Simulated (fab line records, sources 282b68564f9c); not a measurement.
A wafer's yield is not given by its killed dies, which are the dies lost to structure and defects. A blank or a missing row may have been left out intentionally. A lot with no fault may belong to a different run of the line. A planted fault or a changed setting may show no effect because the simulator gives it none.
Which tool was responsible? | flow rit-cmos | 14 lots with 42 wafers sampled at 2 steps, on a route of 202 steps

== WHAT EACH GAUGE READ, for each wafer ==
RIT_GATE_THK_MEAS_07.
lot  | measured    | on            | GATE_OXIDE_THK (nm)
L425 | day 2 19:21 | film-metro-03 | 3.09 3.05 3.07
L427 | day 3 00:39 | film-metro-04 | 3.03 3.04 2.99
L428 | day 3 09:32 | film-metro-03 | 3.09 3.02 3.00
L429 | day 3 11:23 | film-metro-01 | 3.06 3.08 3.04
L430 | day 3 16:07 | film-metro-04 | 3.04 3.14 3.09
L432 | day 3 22:11 | film-metro-01 | 3.05 2.98 2.99
L433 | day 4 05:47 | film-metro-01 | 3.05 3.07 3.04
L434 | day 4 17:10 | film-metro-04 | 2.95 3.04 2.98
L435 | day 4 23:41 | film-metro-01 | 2.94 2.99 2.97
L436 | day 5 02:31 | film-metro-03 | 2.99 2.93 3.02
L437 | day 5 12:07 | film-metro-01 | 3.02 3.03 3.00
L442 | day 6 14:50 | film-metro-01 | 3.00 2.96 2.85
L446 | day 7 02:13 | film-metro-03 | 2.48 2.48 2.53
L447 | day 7 07:32 | film-metro-04 | 2.64 2.57 2.55

== WHICH TOOL RAN EACH LOT (tool, then ch and the chambers of the sampled wafers, then the start) ==
lot  | RIT_GATE_OXIDATION_05
L425 | furnace-04 ch 0, day 2 16:19
L427 | furnace-01 ch 0, day 2 23:11
L428 | furnace-04 ch 0, day 3 07:03
L429 | furnace-04 ch 0, day 3 10:04
L430 | furnace-03 ch 0, day 3 14:17
L432 | furnace-03 ch 0, day 3 20:51
L433 | furnace-03 ch 0, day 4 02:02
L434 | furnace-03 ch 0, day 4 10:51
L435 | furnace-03 ch 0, day 4 19:05
L436 | furnace-01 ch 0, day 5 01:11
L437 | furnace-01 ch 0, day 5 07:37
L442 | furnace-04 ch 0, day 6 11:10
L446 | furnace-03 ch 0, day 6 22:50
L447 | furnace-03 ch 0, day 7 05:47
- RIT_GATE_OXIDATION_05: target thk 3 nm, ox time 270 s.

== AS READ BY THE TOOLS THEMSELVES (means over the sampled wafers that have a number; for cases with no such wafer, the mark the record gives instead) ==
RIT_GATE_OXIDATION_05.
lot  | tool       | spike-tc-centre-C (C) | spike-tc-load-C (C) | spike-tc-source-C (C) | zone-power-load-pct (%)
L425 | furnace-04 | 902.6                 | 925.5               | 922.6                 | 30.4
L427 | furnace-01 | 901.7                 | 927.4               | 924.1                 | 30.0
L428 | furnace-04 | 902.7                 | 925.7               | 921.7                 | 30.4
L429 | furnace-04 | 901.8                 | 925.8               | 922.0                 | 30.6
L430 | furnace-03 | 902.7                 | 926.7               | 922.8                 | 27.8
L432 | furnace-03 | 903.8                 | 927.7               | 922.4                 | 28.2
L433 | furnace-03 | 903.7                 | 927.6               | 921.3                 | 28.2
L434 | furnace-03 | 903.3                 | 927.6               | 922.6                 | 28.1
L435 | furnace-03 | 903.5                 | 927.5               | 923.4                 | 28.1
L436 | furnace-01 | 901.8                 | 926.4               | 924.3                 | 29.7
L437 | furnace-01 | 901.5                 | 927.0               | 924.5                 | 29.8
L442 | furnace-04 | 902.1                 | 925.6               | 923.0                 | 30.4
L446 | furnace-03 | 886.8                 | 912.1               | 906.8                 | 27.1
L447 | furnace-03 | 887.4                 | 911.6               | 905.8                 | 26.7

== THE ANSWER, worked out from the rows above alone ==
Rule: the lots themselves supply what counts as usual. The widest of any qualifying gaps counts: lots, ordered by their means at a reading, are off when they make up no more than a third of the lots, leave a main group of 4 or more, and stand apart from it by 3 or more times the standard deviation of that group's means. A main group whose means are all the same, to the digits that the tables above print for the reading, isn't used. Also off: a lot with no number at a reading for which 4 or more lots have one. The other lots that the step has rows for count as sound. After the gauges, taken in route order, come the tools' own readings; for these a lot's mean is taken, as printed above. At the first step where some lot is off, the reading lying furthest off is the one used; lots without a number count as furthest.
Off: at RIT_GATE_THK_MEAS_07 (GATE_OXIDE_THK), L446, L447. Mean 3.02 nm and standard deviation 0.044 in the main group.
A tool fits if, at a process step before that reading, it ran every lot that is off, and no sound lot after the first of them. Not tried: the gauges at RIT_GATE_THK_MEAS_07; whatever is off there is also off at RIT_GATE_OXIDATION_05, on other tools, and gauge error can't account for it. One fits: RIT_GATE_OXIDATION_05 on furnace-03. A fault onset in the window from L435 (day 4 19:05, its last sound lot) to L446 (day 6 22:50, its first lot off) fits.
The tool's own readings at RIT_GATE_OXIDATION_05 bear it out: on the lots that are off they differ by more than 5 times the standard deviation of the sound lots' means. spike-tc-centre-C reads 887.1 C there against 902.6 C on the sound lots; spike-tc-load-C reads 911.9 C there against 926.7 C on the sound lots; spike-tc-source-C reads 906.3 C there against 922.9 C on the sound lots.

== WHAT WAS PUT IN BY THE SIMULATOR ==
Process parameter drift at RIT_GATE_OXIDATION_05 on furnace-03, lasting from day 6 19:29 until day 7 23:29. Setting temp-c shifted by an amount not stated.
Shown lots that were struck: L446, L447. The rule above found the same.
